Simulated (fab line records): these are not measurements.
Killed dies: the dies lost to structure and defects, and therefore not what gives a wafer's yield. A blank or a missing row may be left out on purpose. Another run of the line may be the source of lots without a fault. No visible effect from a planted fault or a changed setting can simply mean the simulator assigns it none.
A lot that was struck, set against a sound lot || flow berkeley cmos170 || 14 steps out of a route of 331
Sound: wafers L259.1, L259.2, L259.3. Wafers struck: L264.3, L264.4, L264.5. Last of all comes the cause.
Each step with rows lists, per side, the tool, then ch with its chambers, then its first start. Under that, the readings that differ: sound wafers || struck wafers || difference of the means || sigmas: that difference in standard deviations of wafers without a fault.
alike: same words and numbers on both sides, and readings whose means sit less than 2 such deviations apart. not compared: any withheld reading, any reading some wafer has no value for, any bound like >300 that may hide the same value, and any number with overlapping values for which the record gives no deviation.
The two part at a step that has a row with sigmas, a row that says differs or no value, or rows on one side only. Numbers that don't overlap but have no deviation are shown without sigmas and don't part them. Lack of a reading on every wafer of one side parts them only where that side has two or more wafers.

first, 3 steps without rows for these wafers: UCB170_NVT_EXPOSE_03 (exposes mask PWELL, target cd 3000 nm); UCB170_NVT_PEB_04; UCB170_NVT_DEVELOP_05 (develop time 45 s).
UCB170_NVT_OVL_MEAS_06:
  sound on overlay-02, day 8 18:46; struck on overlay-01, day 10 05:10
  alike: NVT_OVL
after that, 1 step had no rows for these wafers: UCB170_NVT_IMPLANT_07.
UCB170_NVT_STRIP_08: strips in O2.
  sound on plasma asher-01 ch 0,1, day 8 18:56; struck on plasma asher-04 ch 0,1, day 10 05:22
  alike: drypump motor current A, o2 flow sccm, oes product au, strip time to endpoint s
  not compared: rf hours counter h
UCB170_NVT_TW_MEAS_09:
  sound on film metro-01, day 8 19:02; struck on film metro-02, day 10 05:28
  alike: NVT_TW
then, 5 steps without rows for these wafers: UCB170_NVT_CLEAN_10 (cleans in SPM, time 600 s); UCB170_PVT_HMDS_00 (prime time 60 s); UCB170_PVT_COAT_01 (resist thk 900 nm); UCB170_PVT_SOFTBAKE_02 (time 60 s); UCB170_PVT_EXPOSE_03 (exposes mask NWELL, target cd 3000 nm).
UCB170_PVT_PEB_04:
  struck on litho track-03, day 10 09:57; sound on litho track-01 ch 0, day 8 20:18
  no value came back on the struck wafers for chill plate temp C (C), exhaust pa (Pa), plate temp C (C); on the sound wafers chill plate temp C (C) reads 23.01 23.19 23.16
then, 1 step without rows for these wafers: UCB170_PVT_DEVELOP_05 (develop time 45 s).

## WHERE THEY PART
UCB170_PVT_PEB_04 only, going by this record.

WHY: whatever the simulator had introduced
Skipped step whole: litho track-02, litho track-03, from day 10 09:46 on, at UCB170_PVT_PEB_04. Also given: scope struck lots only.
